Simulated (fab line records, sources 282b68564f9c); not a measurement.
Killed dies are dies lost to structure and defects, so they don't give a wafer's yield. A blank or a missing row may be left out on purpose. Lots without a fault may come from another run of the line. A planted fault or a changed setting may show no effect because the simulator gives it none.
fab line records | flow rit_cmos
record lots=14 wafers=42 last_day=7
route steps=202 shown NWELL@30
lots that met no fault: from a run of the same line without faults
start_h: hours from the record's first day to the start of the lot's first wafer shown | wait_h: hours since the lot's step before | " the same as in the row above | L1.1+2: a row that stands for several wafers | - no value, or no start given | * or withheld: withheld | < > ~ a bound
route shown NAME@n: a module of which the file shows steps, and the number in the route of the first | usual: mean/standard deviation of fault-free wafers | same: alike in all rows | chamber/n: place in a boat | sites: the reading at each site | _std_site: their standard deviation | _edge_site: outer sites' mean less inner sites' | radius_mm: how far each site lies from the wafer's centre | mask NAME#n: copy n | behind: the tool/chamber that last shaped the wafer | hold: why the lot was held/for how many hours/how that ended | device: the transistor (n, p or np) that didn't switch | end of line: the same wafers' tests at the end of the route | a step without rows: its recipe alone | killed: dies lost to structure and defects at the first sort, not the wafer's yield | map: a wafer's dies, x killed, . not, _ none there
set.NAME: the setting as run; set.NAME@STEP: as run at that earlier step | model.NAME: the simulator's own value behind a step, which no gauge read
steps of the route over a sample of lots; a table a step, a row a wafer
## steps
# step RIT_NWELL_SOFTBAKE_02
# recipe resist=NOVOLAK temp_c=90 time_s=60
# usual heater_power_total_W=34.56/0.052 run_length_s=88.96/0.16
# columns lot.wafer tool chamber start_h wait_h heater_power_total_W run_length_s
L378.4 litho_track-01 0 20.80 0.1 34.57 88.93
L378.5 " 0 " " 34.56 89.00
L378.6 " 0 " " 34.58 89.11
L379.2 litho_track-03 0 24.84 0.1 34.65 89.00
L379.3 " 0 " " 34.50 88.76
L379.4 " 0 " " 34.47 88.95
L380.2 litho_track-04 0 29.57 0.1 34.55 88.92
L380.3 " 0 " " 34.52 89.06
L380.4 " 0 " " 34.61 89.04
L381.4 litho_track-01 0 36.17 0.1 34.52 89.02
L381.5 " 0 " " 34.47 88.92
L381.6 " 0 " " 34.61 89.04
L383.2 litho_track-01 0 46.56 0.1 34.52 88.93
L383.4 " 0 " " 34.55 89.09
L383.5 " 0 " " 34.52 88.86
L384.1 litho_track-03 0 50.26 0.1 34.54 88.73
L384.3 " 0 " " 34.57 89.06
L384.6 " 0 " " 34.46 88.80
L385.1 litho_track-03 0 55.43 0.1 34.62 88.76
L385.2 " 0 " " 34.53 88.77
L385.4 " 0 " " 34.66 88.88
L387.2 litho_track-03 0 64.80 0.1 34.55 129.34
L387.5 " 0 " " 34.58 129.37
L387.6 " 0 " " 34.54 129.68
L388.1 litho_track-03 0 71.11 0.1 34.46 129.34
L388.2 " 0 " " 34.52 129.37
L388.4 " 0 " " 34.63 129.50
L389.1 litho_track-04 0 74.62 0.1 34.44 89.06
L389.5 " 0 " " 34.58 88.92
L389.6 " 0 " " 34.55 89.08
L397.3 litho_track-01 0 116.28 0.1 34.59 88.88
L397.4 " 0 " " 34.56 89.06
L397.5 " 0 " " 34.58 89.02
L398.1 litho_track-04 0 121.35 0.1 34.60 89.24
L398.2 " 0 " " 34.49 88.96
L398.3 " 0 " " 34.61 89.18
L399.2 litho_track-04 0 125.98 0.1 34.46 89.11
L399.4 " 0 " " 34.66 89.06
L399.5 " 0 " " 34.53 89.19
L401.3 litho_track-04 0 134.75 0.1 34.53 89.06
L401.4 " 0 " " 34.55 88.99
L401.6 " 0 " " 34.59 88.94
## key
first_sign step=RIT_NWELL_SOFTBAKE_02 reading=run_length_s direction=up sigmas=99+ usual=* struck=*
effect none on later readings
met_at RIT_NWELL_SOFTBAKE_02
struck_lots L387,L388
tester_left_out L387,L388
onset_between 55.43 64.80
fault kind=process_parameter_drift tool=litho_track-03 chamber=- onset_h=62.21 steps=RIT_NWELL_SOFTBAKE_02 channel=time_s offset=* shape=step end_h=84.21 acts_in=* stated=*
# tester_left_out: of these lots the tester's yield and bins aren't shown, on N5 and GAA mostly nor the transistor test; their killed dies are dies lost to structure and defects alone, not to doping, threshold or leakage, so they don't give the yield
